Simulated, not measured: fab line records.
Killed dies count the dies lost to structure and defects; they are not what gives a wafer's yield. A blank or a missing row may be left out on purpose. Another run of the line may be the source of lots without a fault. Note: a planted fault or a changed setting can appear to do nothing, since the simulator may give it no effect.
fab line records -- flow rit_cmos
[record] lots = 14, wafers = 42, last_day = 7
route steps=202 shown SPACER@130 M1@202
lots that met no fault: from a run of the same line without faults
start_h: start of the lot's first displayed wafer, in hours after the record's first day -- wait_h: hours elapsed since this lot's preceding step -- " the same as in the row above -- L1.1+2: several wafers, shown together as one row -- - either no value or no given start -- * or withheld: withheld -- < > ~ a bound
route shown NAME@n: NAME is a module with steps in the file, n the number in the route of the first one -- usual: mean and standard deviation over wafers with no fault -- same: alike in all rows -- chamber/n: place in a boat -- sites: each site's reading -- _std_site: the values' standard deviation -- _edge_site: the outer-site mean with the inner-site mean subtracted -- radius_mm: for every site, how far away it sits from the centre of the wafer -- mask NAME#n: copy n -- behind: the most recent tool/chamber to have shaped the wafer -- hold: the reason the lot was held/the length of the hold in hours/how it ended -- device: transistor that didn't switch, given as n, p or np -- end of line: the tests these same wafers got at the end of their route -- where a step has no rows: the recipe by itself -- killed: dies lost to structure and defects at the first sort, not the wafer's yield -- map: a wafer's dies, x killed, . not, _ none there
set.NAME: the setting that was run; set.NAME@STEP: the one run at that earlier step -- model.NAME: the simulator's own value behind a step, which no gauge read
the route's steps for a sample of lots (tables are steps, rows are wafers)
services: a tool's chamber out of use, with start hour (start_h, from the record's first day; less than 0 if before it), hours out, and reason
[[steps]]
[step RIT_SPACER_ETCHBACK_05]
[recipe] target_depth_a = 2500, SF6_flow_sccm = 30, CHF3_flow_sccm = 30, target = Si3N4, chemistry = SF6/CHF3, pressure_mtorr = 40, rf_w = 250, time_s = 240, stop_on = SiO2
[usual] drypump_motor_current_A = 5.9/0.42, oes_product_au = 0.843/0.017, run_length_s = 268.4/0.48, throttle_valve_pct = 10.25/0.13
lot.wafer,tool,chamber,start_h,wait_h,drypump_motor_current_A,oes_product_au,rf_hours_counter_h,run_length_s,throttle_valve_pct
L185.1,rie_diel-01,3,48.18,0.1,6.0,0.859,158,268.9,10.62
L185.3,rie_diel-01,1,48.18,0.1,5.1,0.846,6,267.8,10.33
L185.4,rie_diel-01,2,48.18,0.1,6.2,0.832,67,268.0,10.18
L186.2,rie_diel-04,2,54.12,0.0,6.2,0.831,135,268.2,10.09
L186.4,rie_diel-04,1,54.12,0.0,6.2,0.855,71,268.6,10.19
L186.5,rie_diel-04,1,54.12,0.0,6.2,0.858,-,268.1,10.19
L187.1,rie_diel-04,0,58.45,0.1,6.2,0.872,129,268.4,10.25
L187.3,rie_diel-04,2,58.45,0.1,6.3,0.821,135,268.6,10.10
L187.6,rie_diel-04,1,58.45,0.1,6.2,0.844,-,268.2,10.20
L189.1,rie_diel-04,2,68.65,0.1,6.3,0.824,135,268.5,10.10
L189.4,rie_diel-04,0,68.65,0.1,6.2,0.870,130,268.6,10.23
L189.5,rie_diel-04,2,68.65,0.1,6.3,0.818,-,268.7,10.11
L190.2,rie_diel-01,2,72.37,0.0,6.1,0.836,67,267.8,10.19
L190.3,rie_diel-01,1,72.37,0.0,5.0,0.840,6,267.7,10.32
L190.5,rie_diel-01,3,72.37,0.0,6.0,0.852,-,269.7,10.61
L193.4,rie_diel-01,0,90.28,0.0,5.7,0.842,160,268.7,10.20
L193.5,rie_diel-01,2,90.28,0.0,6.1,0.814,-,268.0,10.15
L193.6,rie_diel-01,1,90.28,0.0,5.0,0.832,-,267.8,10.32
L194.1,rie_diel-04,2,95.77,0.1,6.3,0.980,136,172.6,10.17
L194.2,rie_diel-04,0,95.77,0.1,6.2,0.855,130,268.2,10.24
L194.4,rie_diel-04,1,95.77,0.1,6.2,0.851,72,268.3,10.20
L195.2,rie_diel-01,3,98.44,0.0,6.0,0.846,159,268.8,10.61
L195.3,rie_diel-01,1,98.44,0.0,5.0,0.837,7,268.2,10.33
L195.4,rie_diel-01,3,98.44,0.0,6.0,0.852,-,269.0,10.61
L197.3,rie_diel-04,2,111.28,0.0,6.3,0.993,136,172.5,10.16
L197.5,rie_diel-04,3,111.28,0.0,5.7,0.832,-,267.9,10.31
L197.6,rie_diel-04,2,111.28,0.0,6.3,0.983,-,172.4,10.16
L202.1,rie_diel-01,2,137.00,0.1,6.1,0.832,69,267.9,10.18
L202.4,rie_diel-01,0,137.00,0.1,5.7,0.842,0,268.6,10.20
L202.6,rie_diel-01,1,137.00,0.1,5.0,0.844,-,267.9,10.33
L204.1,rie_diel-01,0,141.97,0.1,5.7,0.856,1,268.8,10.19
L204.2,rie_diel-01,3,141.97,0.1,6.0,0.870,0,269.3,10.61
L204.4,rie_diel-01,2,141.97,0.1,6.2,0.846,69,268.6,10.16
L206.3,rie_diel-03,2,154.79,0.0,5.8,0.838,130,268.6,10.28
L206.4,rie_diel-03,1,154.79,0.0,5.9,0.837,11,269.0,10.21
L206.6,rie_diel-03,1,154.79,0.0,6.0,0.828,-,268.9,10.23
L207.2,rie_diel-01,2,158.83,0.0,6.1,0.833,69,267.9,10.18
L207.3,rie_diel-01,0,158.83,0.0,5.7,0.845,1,269.3,10.19
L207.5,rie_diel-01,2,158.83,0.0,6.1,0.826,-,267.7,10.17
L208.2,rie_diel-03,3,166.63,0.0,4.8,0.854,71,269.0,10.17
L208.5,rie_diel-03,0,166.63,0.0,5.6,0.865,-,268.1,10.18
L208.6,rie_diel-03,3,166.63,0.0,4.9,0.850,-,269.0,10.19
[step RIT_M1_PROBE_99]
[usual] killed_at_M0_to_M3 = 0.0/0.12, killed_at_contacts = 0.1/0.25, killed_at_front_end = 6.3/2.9, killed_dies = 6.4/2.8, killed_on_rim = 1.7/1.4, killed_open = 3.3/2, killed_short = 3.1/2
[same] gross_dies = 264, killed_at_M4_up = 0, killed_at_back_side = 0, killed_at_other = 0
lot.wafer,tool,chamber,start_h,wait_h,hold,killed_at_M0_to_M3,killed_at_contacts,killed_at_front_end,killed_dies,killed_on_rim,killed_open,killed_short
L185.1,prober-01,-,59.26,0.1,-,0,0,8,8,3,5,3
L185.3,prober-01,-,59.36,0.2,-,0,0,12,12,2,11,1
L185.4,prober-01,-,59.41,0.2,-,0,0,10,10,2,3,7
L186.2,prober-01,-,65.21,0.1,-,0,0,3,3,1,1,2
L186.4,prober-01,-,65.31,0.2,-,0,0,6,6,0,4,2
L186.5,prober-01,-,65.36,0.2,-,0,0,7,7,0,5,2
L187.1,prober-01,-,69.29,0.1,-,0,1,3,4,0,3,1
L187.3,prober-01,-,69.39,0.2,-,0,0,9,9,1,5,4
L187.6,prober-01,-,69.54,0.2,-,0,0,6,6,3,3,3
L189.1,prober-01,-,79.96,0.1,-,0,0,4,4,2,2,2
L189.4,prober-01,-,80.11,0.2,-,0,0,3,3,0,2,1
L189.5,prober-01,-,80.16,0.2,-,0,0,3,3,2,1,2
L190.2,prober-02,-,83.61,0.1,-,0,0,9,9,2,2,7
L190.3,prober-02,-,83.66,0.2,-,0,0,6,6,1,1,5
L190.5,prober-02,-,83.76,0.2,-,0,0,4,4,0,1,3
L193.4,prober-01,-,101.80,0.2,-,0,0,6,6,1,4,2
L193.5,prober-01,-,101.85,0.2,-,0,1,12,13,3,8,5
L193.6,prober-01,-,101.90,0.2,-,0,0,11,11,3,4,7
L194.1,prober-02,-,107.22,0.1,await_dispo/2.9h/release,0,0,264,264,70,4,1
L194.2,prober-02,-,107.27,0.1,await_dispo/2.9h/release,0,0,5,5,2,2,3
L194.4,prober-02,-,107.37,0.2,await_dispo/2.9h/release,0,0,4,4,1,3,1
L195.2,prober-02,-,109.94,0.1,-,0,0,1,1,1,0,1
L195.3,prober-02,-,109.99,0.2,-,0,0,6,6,4,4,2
L195.4,prober-02,-,110.04,0.2,-,0,0,11,11,0,6,5
L197.3,prober-02,-,123.04,0.2,await_dispo/3.6h/release,0,0,264,264,70,5,5
L197.5,prober-02,-,123.14,0.2,await_dispo/3.6h/release,0,0,4,4,3,2,2
L197.6,prober-02,-,123.19,0.2,await_dispo/3.6h/release,0,0,264,264,70,5,4
L202.1,prober-01,-,147.97,0.1,-,0,1,9,10,5,4,6
L202.4,prober-01,-,148.12,0.2,-,0,0,6,6,2,2,4
L202.6,prober-01,-,148.22,0.2,-,0,0,5,5,1,3,2
L204.1,prober-01,-,153.11,0.1,-,0,0,4,4,1,3,1
L204.2,prober-01,-,153.16,0.1,-,0,0,10,10,0,3,7
L204.4,prober-01,-,153.26,0.2,-,0,0,5,5,3,4,1
L206.3,prober-01,-,166.09,0.2,-,0,0,5,5,1,2,3
L206.4,prober-01,-,166.14,0.2,-,0,0,2,2,1,1,1
L206.6,prober-01,-,166.24,0.2,-,0,0,7,7,1,3,4
L207.2,prober-02,-,170.30,0.1,-,0,0,5,5,0,2,3
L207.3,prober-02,-,170.35,0.2,-,0,0,9,9,4,7,2
L207.5,prober-02,-,170.45,0.2,-,0,0,4,4,2,2,2
L208.2,prober-01,-,177.84,0.1,-,0,0,9,9,3,6,3
L208.5,prober-01,-,177.99,0.2,-,1,0,5,6,3,5,1
L208.6,prober-01,-,178.04,0.2,-,0,0,8,8,3,0,8
// killed by level:class
L185.1 REOX:geometric_particle:open=3 GATE:geometric_particle:open=2 REOX:geometric_particle:short=2 GATE:geometric_particle:short=1
L185.3 GATE:geometric_particle:open=7 SPACER:geometric_particle:open=2 FOX1:geometric_particle:open=1 FOX2:geometric_particle:open=1 REOX:geometric_particle:short=1
L185.4 REOX:geometric_particle:short=3 SPACER:geometric_particle:short=3 FOX1:geometric_particle:open=1 GATE:geometric_particle:open=1 SILICIDE:geometric_particle:short=1 SILICIDE:geometric_particle:open=1
L186.2 REOX:geometric_particle:open=1 REOX:geometric_particle:short=1 SPACER:geometric_particle:short=1
L186.4 GATE:geometric_particle:open=2 GATE:geometric_particle:short=1 REOX:geometric_particle:open=1 REOX:geometric_particle:short=1 SPACER:geometric_particle:open=1
L186.5 FOX2:geometric_particle:open=3 REOX:geometric_particle:open=2 FOX1:geometric_particle:short=1 GATE:geometric_particle:short=1
L187.1 GATE:geometric_particle:open=1 GATE:geometric_particle:short=1 REOX:geometric_particle:open=1 CONTACT:geometric_particle:open=1
L187.3 REOX:geometric_particle:open=4 FOX1:geometric_particle:short=2 REOX:geometric_particle:short=2 GATE:geometric_particle:open=1
L187.6 SILICIDE:geometric_particle:open=2 FOX1:geometric_particle:short=1 GATE:geometric_particle:open=1 REOX:geometric_particle:short=1 SPACER:geometric_particle:short=1
L189.1 GATE:geometric_particle:short=2 REOX:geometric_particle:open=2
L189.4 GATE:geometric_particle:open=2 GATE:geometric_particle:short=1
L189.5 FOX1:geometric_particle:short=1 FOX1:geometric_particle:open=1 SPACER:geometric_particle:short=1
L190.2 SPACER:geometric_particle:short=3 REOX:geometric_particle:short=2 FOX1:geometric_particle:short=1 GATE:geometric_particle:open=1 GATE:geometric_particle:short=1 SPACER:geometric_particle:open=1
L190.3 FOX1:geometric_particle:short=2 SILICIDE:geometric_particle:short=2 FOX1:geometric_particle:open=1 REOX:geometric_particle:short=1
L190.5 SPACER:geometric_particle:short=2 GATE:geometric_particle:short=1 SILICIDE:geometric_particle:open=1
L193.4 GATE:geometric_particle:short=2 GATE:geometric_particle:open=2 FOX1:geometric_particle:open=1 SPACER:geometric_particle:open=1
L193.5 GATE:geometric_particle:open=2 REOX:geometric_particle:open=2 FOX1:geometric_particle:short=1 FOX2:geometric_particle:open=1 FOX2:geometric_particle:short=1 GATE:geometric_particle:short=1 SPACER:geometric_particle:open=1 SPACER:geometric_particle:short=1
L193.6 FOX1:geometric_particle:short=3 FOX2:geometric_particle:short=3 GATE:geometric_particle:open=2 SPACER:geometric_particle:open=2 GATE:geometric_particle:short=1
L194.1 SPACER:area_etchback=259 GATE:geometric_particle:open=3 FOX1:geometric_particle:short=1 REOX:geometric_particle:open=1
L194.2 FOX1:geometric_particle:short=2 FOX1:geometric_particle:open=1 GATE:geometric_particle:short=1 REOX:geometric_particle:open=1
L194.4 SPACER:geometric_particle:open=2 FOX1:geometric_particle:short=1 GATE:geometric_particle:open=1
L195.2 GATE:geometric_particle:short=1
L195.3 GATE:geometric_particle:open=3 GATE:geometric_particle:short=1 SPACER:geometric_particle:open=1 SPACER:geometric_particle:short=1
L195.4 FOX1:geometric_particle:open=2 SPACER:geometric_particle:short=2 SPACER:geometric_particle:open=2 ACTIVE:geometric_particle:open=1 GATE:geometric_particle:short=1 REOX:geometric_particle:short=1 SILICIDE:geometric_particle:open=1 SILICIDE:geometric_particle:short=1
L197.3 SPACER:area_etchback=254 FOX1:geometric_particle:open=3 REOX:geometric_particle:short=2 FOX2:geometric_particle:open=1 GATE:geometric_particle:open=1 GATE:geometric_particle:short=1 SPACER:geometric_particle:short=1 SILICIDE:geometric_particle:short=1
L197.5 FOX1:geometric_particle:short=2 FOX1:geometric_particle:open=1 REOX:geometric_particle:open=1
L197.6 SPACER:area_etchback=255 GATE:geometric_particle:open=3 GATE:geometric_particle:short=2 ACTIVE:geometric_particle:open=1 FOX1:geometric_particle:short=1 FOX2:geometric_particle:open=1 REOX:geometric_particle:short=1
L202.1 REOX:geometric_particle:short=3 GATE:geometric_particle:short=2 REOX:geometric_particle:open=2 SPACER:geometric_particle:short=1 SPACER:geometric_particle:open=1 CONTACT:geometric_particle:open=1
L202.4 FOX1:geometric_particle:short=2 FOX2:geometric_particle:open=1 GATE:geometric_particle:open=1 GATE:geometric_particle:short=1 SPACER:geometric_particle:short=1
L202.6 SILICIDE:geometric_particle:short=2 FOX1:geometric_particle:open=1 GATE:geometric_particle:open=1 REOX:geometric_particle:open=1
L204.1 GATE:geometric_particle:open=2 SILICIDE:geometric_particle:open=1 SILICIDE:geometric_particle:short=1
L204.2 GATE:geometric_particle:short=3 FOX2:geometric_particle:short=2 FOX1:geometric_particle:short=1 FOX2:geometric_particle:open=1 GATE:geometric_particle:open=1 REOX:geometric_particle:short=1 SILICIDE:geometric_particle:open=1
L204.4 SILICIDE:geometric_particle:open=2 FOX2:geometric_particle:open=1 REOX:geometric_particle:short=1 SPACER:geometric_particle:open=1
L206.3 FOX2:geometric_particle:open=1 GATE:geometric_particle:open=1 GATE:geometric_particle:short=1 REOX:geometric_particle:short=1 SPACER:geometric_particle:short=1
L206.4 GATE:geometric_particle:short=1 SPACER:geometric_particle:open=1
L206.6 FOX1:geometric_particle:open=1 FOX2:geometric_particle:short=1 GATE:geometric_particle:open=1 GATE:geometric_particle:short=1 REOX:geometric_particle:short=1 SPACER:geometric_particle:open=1 SILICIDE:geometric_particle:short=1
L207.2 FOX1:geometric_particle:open=1 GATE:geometric_particle:short=1 REOX:geometric_particle:short=1 REOX:geometric_particle:open=1 SILICIDE:geometric_particle:short=1
L207.3 FOX1:geometric_particle:open=3 GATE:geometric_particle:open=2 FOX1:geometric_particle:short=1 REOX:geometric_particle:open=1 SPACER:geometric_particle:short=1 SILICIDE:geometric_particle:open=1
L207.5 REOX:geometric_particle:open=1 REOX:geometric_particle:short=1 SILICIDE:geometric_particle:short=1 SILICIDE:geometric_particle:open=1
L208.2 GATE:geometric_particle:open=2 GATE:geometric_particle:short=2 SPACER:geometric_particle:open=2 FOX1:geometric_particle:open=1 FOX2:geometric_particle:open=1 REOX:geometric_particle:short=1
L208.5 FOX1:geometric_particle:short=1 GATE:geometric_particle:open=1 REOX:geometric_particle:open=1 SPACER:geometric_particle:open=1 SILICIDE:geometric_particle:open=1 M1:geometric_particle:open=1
L208.6 GATE:geometric_particle:short=5 SILICIDE:geometric_particle:short=2 REOX:geometric_particle:short=1
[[services]]
tool,chamber,start_h,hours,kind
rie_diel-03,3,55.04,15.0,repair
rie_diel-04,-,65.34,1.1,repair
rie_diel-03,1,81.72,18.8,repair
rie_diel-01,0,92.90,-,clean
rie_diel-01,0,92.90,15.9,scheduled_down
rie_diel-01,0,92.90,15.9,vent_cycle
rie_diel-03,-,97.19,2.8,pm
rie_diel-03,2,107.50,12.0,repair
rie_diel-01,3,108.78,-,clean
rie_diel-01,3,108.78,17.9,scheduled_down
rie_diel-01,3,108.78,17.9,vent_cycle
rie_diel-01,-,110.22,0.2,repair
rie_diel-04,1,164.75,4.5,repair
[[key]]
[first_sign] step = RIT_SPACER_ETCHBACK_05, reading = run_length_s, direction = down, sigmas = 99+, usual = *, struck = *
[effect] step = RIT_SPACER_ETCHBACK_05, reading = oes_product_au, direction = up, sigmas = 8.5, usual = 0.843, struck = 0.985
[effect] step = RIT_M1_PROBE_99, reading = killed_dies, direction = up, sigmas = 91, usual = 6.4, struck = 264
[more_kills_born_at] RIT_SPACER_ETCHBACK_05@rie_diel-04 = 768
met_at RIT_SPACER_ETCHBACK_05
struck_lots L194,L197
struck_wafers L194.1,L197.3,L197.6
later_rows_left_out L194.1,L197.3,L197.6
tester_left_out L194,L197
onset_between 68.65 95.77
[fault] kind = process_parameter_drift, tool = rie_diel-04, chamber = 2, onset_h = 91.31, steps = RIT_SPACER_ETCHBACK_05, channel = time_s, offset = *, shape = step, end_h = 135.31, acts_in = *, stated = *
// tester_left_out: of these lots the tester's yield and bins aren't shown, on N5 and GAA mostly nor the transistor test; their killed dies are dies lost to structure and defects alone, not to doping, threshold or leakage, so they don't give the yield
// later_rows_left_out: the simulator's readings of these wafers behind a module that went badly wrong aren't trusted and aren't shown, but for the sort
